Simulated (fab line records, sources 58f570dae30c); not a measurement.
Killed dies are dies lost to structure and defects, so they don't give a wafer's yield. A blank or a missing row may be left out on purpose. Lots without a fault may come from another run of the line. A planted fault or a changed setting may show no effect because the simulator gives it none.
Which tool did it? | flow berkeley_cmos170 | 14 lots, 42 wafers sampled, at 4 steps of a route of 331

WHAT THE GAUGES READ, wafer by wafer
UCB170_PWELL_TW_MEAS_17. Usual: PWELL_TW 375.2, standard deviation 2.9.
lot  | measured    | on            | PWELL_TW                            | flag
L849 | day 3 15:34 | film_metro-02 | 374.2 375.4 374.7                   |
L850 | day 3 15:46 | film_metro-04 | 372.7 371.7 370.6                   |
L852 | day 3 23:11 | film_metro-02 | 373.7 375.8 374.0                   |
L851 | day 3 23:26 | film_metro-04 | 371.2 369.1 370.2                   |
L853 | day 4 12:32 | film_metro-03 | 380.6 382.0 382.5                   |
L855 | day 4 22:13 | film_metro-04 | 372.9 373.9 374.4                   |
L856 | day 4 22:24 | film_metro-02 | 371.4 375.7 374.1                   |
L857 | day 5 05:38 | film_metro-02 | 375.8 375.9 374.2                   |
L859 | day 5 16:48 | film_metro-02 | 375.8 375.9 375.0                   |
L860 | day 5 16:22 | film_metro-02 | 362.2 361.7 364.0 362.2 362.9 361.6 | OFF
L861 | day 5 16:38 | film_metro-04 | 370.2 371.3 373.3                   |
L863 | day 6 11:40 | film_metro-03 | 364.5 364.1 362.4 367.1 364.2 364.0 | OFF
L868 | day 7 16:44 | film_metro-03 | 377.4 379.8 377.4                   |
L870 | day 7 16:28 | film_metro-04 | 371.7 375.4 371.6                   |

UCB170_WELLDRIVE_THK_MEAS_02. Usual: WELLDRIVE_OXIDE_THK 200 nm, standard deviation 3.4.
lot  | measured    | on            | WELLDRIVE_OXIDE_THK (nm) | flag
L849 | day 4 01:38 | film_metro-01 | 203 203 203              |
L850 | day 4 10:29 | film_metro-02 | 203 205 203              |
L852 | day 4 10:32 | film_metro-03 | 210 208 206              |
L851 | day 4 10:30 | film_metro-01 | 203 203 201              |
L853 | day 4 22:43 | film_metro-01 | 195 198 198              |
L855 | day 5 14:34 | film_metro-03 | 201 202 200              |
L856 | day 5 14:35 | film_metro-01 | 207 200 202              |
L857 | day 5 14:36 | film_metro-02 | 202 202 201              |
L859 | day 6 04:38 | film_metro-03 | 197 198 198              |
L860 | day 6 04:38 | film_metro-01 | 199 201 199              |
L861 | day 6 04:38 | film_metro-02 | 203 200 199              |
L863 | day 7 01:28 | film_metro-03 | 199 208 203              |
L868 | day 8 08:29 | film_metro-01 | 196 200 198              |
L870 | day 8 03:55 | film_metro-01 | 197 193 197              |

WHICH TOOL RAN EACH LOT (tool, then ch and the chambers of the sampled wafers, then the start)
lot  | UCB170_NWELL_ETCH_13              | UCB170_PWELL_IMPLANT_15
L849 | rie_diel-04 ch 1,2, day 2 15:58   | implanter-04 ch 0, day 3 15:19
L850 | rie_diel-01 ch 1,2,3, day 2 16:41 | implanter-02 ch 0, day 3 15:31
L852 | rie_diel-04 ch 1,2, day 2 23:38   | implanter-04 ch 0, day 3 22:58
L851 | rie_diel-03 ch 0,3, day 2 23:57   | implanter-02 ch 0, day 3 23:12
L853 | rie_diel-03 ch 0,1, day 3 14:50   | implanter-01 ch 0, day 4 12:17
L855 | rie_diel-03 ch 0,1,2, day 4 00:59 | implanter-04 ch 0, day 4 21:59
L856 | rie_diel-01 ch 0,2,3, day 4 01:18 | implanter-01 ch 0, day 4 22:12
L857 | rie_diel-01 ch 0,3, day 4 09:19   | implanter-04 ch 0, day 5 05:24
L859 | rie_diel-03 ch 0,1,2, day 4 21:03 | implanter-02 ch 0, day 5 16:33
L860 | rie_diel-04 ch 1,2, day 4 21:19   | implanter-04 ch 0, day 5 16:07
L861 | rie_diel-03 ch 0,1,3, day 4 21:31 | implanter-01 ch 0, day 5 16:23
L863 | rie_diel-01 ch 2,3, day 5 08:17   | implanter-04 ch 0, day 6 11:25
L868 | rie_diel-04 ch 0,1, day 6 15:47   | implanter-01 ch 0, day 7 16:31
L870 | rie_diel-01 ch 0,2,3, day 6 21:15 | implanter-02 ch 0, day 7 16:13
- UCB170_NWELL_ETCH_13: etches Si3N4 in CH3F/Ar/O2, stops on SiO2, target depth 246.4 nm, time 154 s.
- UCB170_PWELL_IMPLANT_15

WHAT THE TOOLS THEMSELVES READ (means of the sampled wafers that have a number; where no wafer has one, the mark that the record gives instead)
UCB170_NWELL_ETCH_13. Usual: O2_flow_sccm 6.997 sccm, standard deviation 0.017; chamber_pressure_mTorr 50.00 mTorr, standard deviation 0.043; drypump_motor_current_A 5.78 A, standard deviation 0.29; oes_product_au 0.942 a.u., standard deviation 0.018; throttle_valve_pct 8.02 %, standard deviation 0.081.
lot  | tool        | O2_flow_sccm (sccm) | chamber_pressure_mTorr (mTorr) | drypump_motor_current_A (A) | oes_product_au (a.u.) | throttle_valve_pct (%) | flag
L849 | rie_diel-04 | 7.012               | 49.97                          | 5.86                        | 0.963                 | 8.02                   |
L850 | rie_diel-01 | 6.984               | 50.04                          | 5.57                        | 0.939                 | 8.08                   |
L852 | rie_diel-04 | 7.006               | 50.00                          | 5.84                        | 0.956                 | 8.03                   |
L851 | rie_diel-03 | 6.999               | 49.96                          | 5.83                        | 0.928                 | 7.98                   |
L853 | rie_diel-03 | 6.994               | 49.98                          | 5.64                        | 0.927                 | 7.89                   |
L855 | rie_diel-03 | 6.998               | 50.02                          | 5.74                        | 0.931                 | 7.97                   |
L856 | rie_diel-01 | 6.990               | 50.00                          | 5.59                        | 0.941                 | 8.00                   |
L857 | rie_diel-01 | 6.994               | 50.04                          | 5.91                        | 0.948                 | 8.03                   |
L859 | rie_diel-03 | 6.982               | 50.00                          | 5.74                        | 0.926                 | 7.97                   |
L860 | rie_diel-04 | 6.991               | 50.05                          | 5.83                        | 0.957                 | 8.03                   |
L861 | rie_diel-03 | 6.987               | 49.98                          | 5.75                        | 0.918                 | 7.99                   |
L863 | rie_diel-01 | 7.002               | 50.00                          | 5.80                        | 0.945                 | 8.03                   |
L868 | rie_diel-04 | 6.981               | 49.98                          | 6.00                        | 0.958                 | 8.04                   |
L870 | rie_diel-01 | 7.004               | 50.05                          | 5.59                        | 0.934                 | 8.00                   |

UCB170_PWELL_IMPLANT_15. Usual: dose_ions_cm2 5e+12, standard deviation 6.3e+09; faraday_current_uA 15.8, standard deviation 0.32.
lot  | tool         | dose_ions_cm2 | faraday_current_uA | flag
L849 | implanter-04 | 5e+12         | 15.8               |
L850 | implanter-02 | 5e+12         | 16.0               |
L852 | implanter-04 | 5e+12         | 15.8               |
L851 | implanter-02 | 5e+12         | 15.7               |
L853 | implanter-01 | 5e+12         | 16.0               |
L855 | implanter-04 | 5e+12         | 15.8               |
L856 | implanter-01 | 5e+12         | 15.8               |
L857 | implanter-04 | 5e+12         | 15.5               |
L859 | implanter-02 | 5e+12         | 15.7               |
L860 | implanter-04 | 4e+12         | 14.1               | OFF
L861 | implanter-01 | 5e+12         | 15.4               |
L863 | implanter-04 | 4e+12         | 13.9               | OFF
L868 | implanter-01 | 5e+12         | 15.6               |
L870 | implanter-02 | 5e+12         | 16.1               |

THE ANSWER, worked out from the rows above alone
Rule: a lot is off if the mean of its wafers that have a number lies more than 3 standard deviations from the usual mean. A lot without any number at a reading at which 4 lots or more have one is off too. The other lots that the step has rows for count as sound. The gauges are gone through in route order, then the tools' own readings, and for those a lot's mean is taken as printed above. The first step at which some lot is off is used, and at that step the reading that is off furthest; a lot without a number counts as furthest.
Off: L860, L863, at UCB170_PWELL_TW_MEAS_17 (PWELL_TW).
A tool fits if, at a process step before that reading, it ran every lot that is off, and no sound lot after the first of them. The gauges at UCB170_PWELL_TW_MEAS_17 aren't tried: what is off there is off at UCB170_PWELL_IMPLANT_15 too, on other tools, and a gauge's error can't cause that. One fits: implanter-04 at UCB170_PWELL_IMPLANT_15. Its last sound lot is L857 (day 5 05:24), its first lot that is off L860 (day 5 16:07): a fault that began between those two fits.
The tool's own readings at UCB170_PWELL_IMPLANT_15 bear it out: on the lots that are off they differ by more than 5 times the standard deviation of the sound lots' means. dose_ions_cm2 reads 4e+12 there against 5e+12 on the sound lots; faraday_current_uA reads 14.0 there against 15.8 on the sound lots.

WHAT THE SIMULATOR HAD PUT IN
Process parameter drift: implanter-04, from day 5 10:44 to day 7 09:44, at UCB170_PWELL_IMPLANT_15. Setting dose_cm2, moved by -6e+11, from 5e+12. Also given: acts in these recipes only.
Lots struck among those shown: L860, L863. The rule above found the same.
